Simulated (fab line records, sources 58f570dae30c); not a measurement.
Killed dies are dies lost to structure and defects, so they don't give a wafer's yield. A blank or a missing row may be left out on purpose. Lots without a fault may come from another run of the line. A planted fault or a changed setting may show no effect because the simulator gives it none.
Which tool did it? | flow berkeley_cmos170 | 13 lots, 39 wafers sampled, at 2 steps of a route of 331

WHAT THE GAUGES READ, wafer by wafer
UCB170_NLDD_CD_MEAS_06: target cd 1200 nm.
lot  | measured     | on        | cd_nm (nm)
L192 | day 6 19:43  | cd_sem-02 | 1199.6 1199.2 1200.6
L195 | day 7 01:38  | cd_sem-01 | 961.3 960.3 959.9 961.7 960.5 959.6
L194 | day 7 02:24  | cd_sem-01 | 1198.3 1198.8 1199.9
L196 | day 7 14:24  | cd_sem-01 | 1200.4 1200.7 1201.5
L204 | day 9 06:14  | cd_sem-02 | 1198.1 1198.6 1196.6
L205 | day 9 09:20  | cd_sem-02 | 1200.9 1200.0 1200.8
L207 | day 9 23:08  | cd_sem-02 | 1201.5 1200.0 1200.7
L206 | day 9 23:11  | cd_sem-01 | 1203.0 1202.2 1201.9
L209 | day 10 13:10 | cd_sem-02 | 1198.1 1198.8 1199.0
L214 | day 11 00:40 | cd_sem-02 | 1199.2 1198.5 1200.3
L212 | day 11 00:59 | cd_sem-01 | 1200.8 1200.1 1199.9
L213 | day 11 01:22 | cd_sem-02 | 1198.6 1198.5 1198.8
L215 | day 11 06:44 | cd_sem-01 | 1200.2 1200.0 1200.2

WHICH TOOL RAN EACH LOT (tool, then ch and the chambers of the sampled wafers, then the start)
lot  | UCB170_NLDD_EXPOSE_03
L192 | krf_scanner-01 ch 0, day 6 19:17
L195 | krf_scanner-02 ch 0, day 7 01:14
L194 | krf_scanner-02 ch 0, day 7 02:01
L196 | krf_scanner-02 ch 0, day 7 13:52
L204 | krf_scanner-01 ch 0, day 9 05:51
L205 | krf_scanner-02 ch 0, day 9 08:56
L207 | krf_scanner-01 ch 0, day 9 22:32
L206 | krf_scanner-01 ch 0, day 9 22:41
L209 | krf_scanner-01 ch 0, day 10 12:46
L214 | krf_scanner-01 ch 0, day 11 00:16
L212 | krf_scanner-02 ch 0, day 11 00:35
L213 | krf_scanner-01 ch 0, day 11 00:49
L215 | krf_scanner-01 ch 0, day 11 05:53
- UCB170_NLDD_EXPOSE_03: exposes mask NSELECT, target cd 1200 nm.

WHAT THE TOOLS THEMSELVES READ (means of the sampled wafers that have a number; where no wafer has one, the mark that the record gives instead)
The record holds no such reading with a usual standard deviation.

THE ANSWER, worked out from the rows above alone
Rule: what is usual is taken from the lots themselves. Put in order of their means at a reading, lots are off if they are a third of the lots or fewer, leave a main group of 4 or more, and stand apart from it by a gap of 3 or more times the standard deviation of the main group's means; of several such gaps the widest counts. A main group whose means are all the same, to the digits that the tables above print for the reading, isn't used. A lot without any number at a reading at which 4 lots or more have one is off too. The other lots that the step has rows for count as sound. The gauges are gone through in route order, then the tools' own readings, and for those a lot's mean is taken as printed above. The first step at which some lot is off is used, and at that step the reading that is off furthest; a lot without a number counts as furthest.
Off: L195, at UCB170_NLDD_CD_MEAS_06 (cd_nm). The main group: mean 1199.8 nm, standard deviation 1.2.
A tool fits if, at a process step before that reading, it ran every lot that is off, and no sound lot after the first of them. The gauges at UCB170_NLDD_CD_MEAS_06 are tried like those tools. None of those tried fits.

WHAT THE SIMULATOR HAD PUT IN
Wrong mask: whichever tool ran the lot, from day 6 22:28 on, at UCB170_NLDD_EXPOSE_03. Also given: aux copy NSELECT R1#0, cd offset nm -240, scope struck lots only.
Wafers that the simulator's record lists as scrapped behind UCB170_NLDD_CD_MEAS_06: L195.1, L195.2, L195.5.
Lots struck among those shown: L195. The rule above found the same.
